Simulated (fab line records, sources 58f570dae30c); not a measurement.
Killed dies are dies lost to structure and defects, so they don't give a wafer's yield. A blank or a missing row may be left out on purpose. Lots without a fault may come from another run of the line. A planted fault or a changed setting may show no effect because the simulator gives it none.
Which tool did it? | flow berkeley_cmos170 | 14 lots, 42 wafers sampled, at 4 steps of a route of 331

WHAT THE GAUGES READ, wafer by wafer
UCB170_NSD_OVL_MEAS_07. Usual: NSD_OVL -3 nm, standard deviation 5.5.
lot  | measured     | on         | NSD_OVL (nm) | flag
L443 | day 8 01:17  | overlay-02 | -4 -2 0      |
L445 | day 8 10:13  | overlay-02 | -9 -5 -14    |
L444 | day 8 10:17  | overlay-01 | -3 -3 -7     |
L447 | day 9 02:59  | overlay-01 | -2 -5 2      |
L449 | day 9 08:15  | overlay-01 | 4 5 1        |
L448 | day 9 08:46  | overlay-02 | -1 -9 -4     |
L450 | day 9 08:50  | overlay-01 | 3 -2 0       |
L453 | day 9 19:15  | overlay-01 | -6 -3 -2     |
L451 | day 9 19:40  | overlay-01 | -6 -3 0      |
L455 | day 10 14:02 | overlay-02 | 0 -5 8       |
L457 | day 10 21:07 | overlay-02 | -8 -5 7      |
L460 | day 11 03:17 | overlay-02 | -3 3 -2      |
L461 | day 11 09:30 | overlay-01 | -5 -6 -5     |
L462 | day 12 00:08 | overlay-02 | -9 -9 -5     |

UCB170_CONTACT_THK_MEAS_02. Usual: CONTACT_PSG_THK 700 nm, standard deviation 6.
lot  | measured     | on            | CONTACT_PSG_THK (nm) | flag
L443 | day 8 05:38  | film_metro-01 | 699 695 694          |
L445 | day 8 15:20  | film_metro-02 | 710 707 709          |
L444 | day 8 15:21  | film_metro-01 | 700 700 702          |
L447 | day 9 08:37  | film_metro-02 | 693 688 683          |
L449 | day 9 12:52  | film_metro-01 | 702 695 692          |
L448 | day 9 13:44  | film_metro-01 | 703 701 702          |
L450 | day 9 14:38  | film_metro-01 | 700 695 701          |
L453 | day 10 01:22 | film_metro-02 | 697 698 697          |
L451 | day 10 03:09 | film_metro-03 | 690 693 698          |
L455 | day 10 18:29 | film_metro-02 | 691 694 695          |
L457 | day 11 02:06 | film_metro-01 | 705 708 700          |
L460 | day 11 07:32 | film_metro-01 | 692 697 696          |
L461 | day 11 15:24 | film_metro-03 | 765 766 767          | OFF
L462 | day 12 04:20 | film_metro-01 | 773 768 770          | OFF

WHICH TOOL RAN EACH LOT (tool, then ch and the chambers of the sampled wafers, then the start)
lot  | UCB170_SILICIDE_RTA_04           | UCB170_CONTACT_CVD_01
L443 | rtp_anneal-01 ch 0, day 8 03:35  | lpcvd-02 ch 1, day 8 03:52
L445 | rtp_anneal-01 ch 0, day 8 12:35  | lpcvd-01 ch 1, day 8 13:33
L444 | rtp_anneal-02 ch 0, day 8 12:45  | lpcvd-01 ch 1, day 8 13:33
L447 | rtp_anneal-01 ch 0, day 9 06:34  | lpcvd-01 ch 0, day 9 06:49
L449 | rtp_anneal-01 ch 0, day 9 10:49  | lpcvd-02 ch 1, day 9 11:04
L448 | rtp_anneal-01 ch 0, day 9 11:18  | lpcvd-01 ch 1, day 9 11:56
L450 | rtp_anneal-02 ch 0, day 9 11:51  | lpcvd-02 ch 1, day 9 12:51
L453 | rtp_anneal-01 ch 0, day 9 21:28  | lpcvd-01 ch 1, day 9 23:34
L451 | rtp_anneal-01 ch 0, day 10 00:38 | lpcvd-01 ch 1, day 10 01:21
L455 | rtp_anneal-02 ch 0, day 10 16:12 | lpcvd-02 ch 0, day 10 16:41
L457 | rtp_anneal-02 ch 0, day 10 23:28 | lpcvd-01 ch 0, day 11 00:17
L460 | rtp_anneal-01 ch 0, day 11 05:29 | lpcvd-02 ch 0, day 11 05:44
L461 | rtp_anneal-02 ch 0, day 11 13:20 | lpcvd-01 ch 1, day 11 13:37
L462 | rtp_anneal-01 ch 0, day 12 02:16 | lpcvd-01 ch 1, day 12 02:33
- UCB170_SILICIDE_RTA_04: time 15 s.
- UCB170_CONTACT_CVD_01: deposits PSG from SiH4/O2/PH3, target thk 700 nm, time 2820 s.

WHAT THE TOOLS THEMSELVES READ (means of the sampled wafers that have a number; where no wafer has one, the mark that the record gives instead)
UCB170_SILICIDE_RTA_04. Usual: anneal_temp_c_max 653.3, standard deviation 0.65; chamber_o2_ppm 2.000, standard deviation 0.024; lamp_power_pct 11.6 %, standard deviation 1; wafer_temp_C_max 652.4, standard deviation 1.1.
lot  | tool          | anneal_temp_c_max | chamber_o2_ppm | lamp_power_pct (%) | wafer_temp_C_max | flag
L443 | rtp_anneal-01 | 653.4             | 1.972          | 10.7               | 651.6            |
L445 | rtp_anneal-01 | 653.5             | 2.025          | 10.7               | 651.9            |
L444 | rtp_anneal-02 | 653.4             | 1.989          | 12.8               | 654.4            |
L447 | rtp_anneal-01 | 653.1             | 2.035          | 10.7               | 650.8            |
L449 | rtp_anneal-01 | 652.8             | 1.999          | 10.7               | 651.6            |
L448 | rtp_anneal-01 | 653.8             | 2.006          | 10.7               | 652.2            |
L450 | rtp_anneal-02 | 653.5             | 1.987          | 12.8               | 653.4            |
L453 | rtp_anneal-01 | 653.2             | 1.997          | 10.7               | 651.9            |
L451 | rtp_anneal-01 | 653.2             | 2.017          | 10.7               | 651.7            |
L455 | rtp_anneal-02 | 653.4             | 2.014          | 12.8               | 653.5            |
L457 | rtp_anneal-02 | 653.4             | 2.003          | 12.8               | 653.7            |
L460 | rtp_anneal-01 | 652.9             | 2.003          | 10.7               | 651.7            |
L461 | rtp_anneal-02 | 653.6             | 2.034          | 12.8               | 653.0            |
L462 | rtp_anneal-01 | 653.5             | 1.966          | 10.7               | 651.6            |

UCB170_CONTACT_CVD_01. Usual: o2_flow_sccm 90.05 sccm, standard deviation 0.25.
lot  | tool     | o2_flow_sccm (sccm) | flag
L443 | lpcvd-02 | 90.06               |
L445 | lpcvd-01 | 90.19               |
L444 | lpcvd-01 | 89.72               |
L447 | lpcvd-01 | 89.99               |
L449 | lpcvd-02 | 90.23               |
L448 | lpcvd-01 | 89.90               |
L450 | lpcvd-02 | 89.93               |
L453 | lpcvd-01 | 90.19               |
L451 | lpcvd-01 | 90.08               |
L455 | lpcvd-02 | 89.88               |
L457 | lpcvd-01 | 90.37               |
L460 | lpcvd-02 | 89.91               |
L461 | lpcvd-01 | 108.01              | OFF
L462 | lpcvd-01 | 108.17              | OFF

THE ANSWER, worked out from the rows above alone
Rule: a lot is off if the mean of its wafers that have a number lies more than 3 standard deviations from the usual mean. A lot without any number at a reading at which 4 lots or more have one is off too. The other lots that the step has rows for count as sound. The gauges are gone through in route order, then the tools' own readings, and for those a lot's mean is taken as printed above. The first step at which some lot is off is used, and at that step the reading that is off furthest; a lot without a number counts as furthest.
Off: L461, L462, at UCB170_CONTACT_THK_MEAS_02 (CONTACT_PSG_THK).
A tool fits if, at a process step before that reading, it ran every lot that is off, and no sound lot after the first of them. The gauges at UCB170_CONTACT_THK_MEAS_02 aren't tried: what is off there is off at UCB170_CONTACT_CVD_01 too, on other tools, and a gauge's error can't cause that. One fits: lpcvd-01 at UCB170_CONTACT_CVD_01. Its last sound lot is L457 (day 11 00:17), its first lot that is off L461 (day 11 13:37): a fault that began between those two fits.
The tool's own readings at UCB170_CONTACT_CVD_01 bear it out: on the lots that are off they differ by more than 5 times the standard deviation of the sound lots' means. o2_flow_sccm reads 108.09 sccm there against 90.04 sccm on the sound lots.

WHAT THE SIMULATOR HAD PUT IN
Process parameter drift: lpcvd-01, from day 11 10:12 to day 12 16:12, at UCB170_CONTACT_CVD_01. Setting o2_flow_sccm, moved by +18, from 90.
Lots struck among those shown: L461, L462. The rule above found the same.
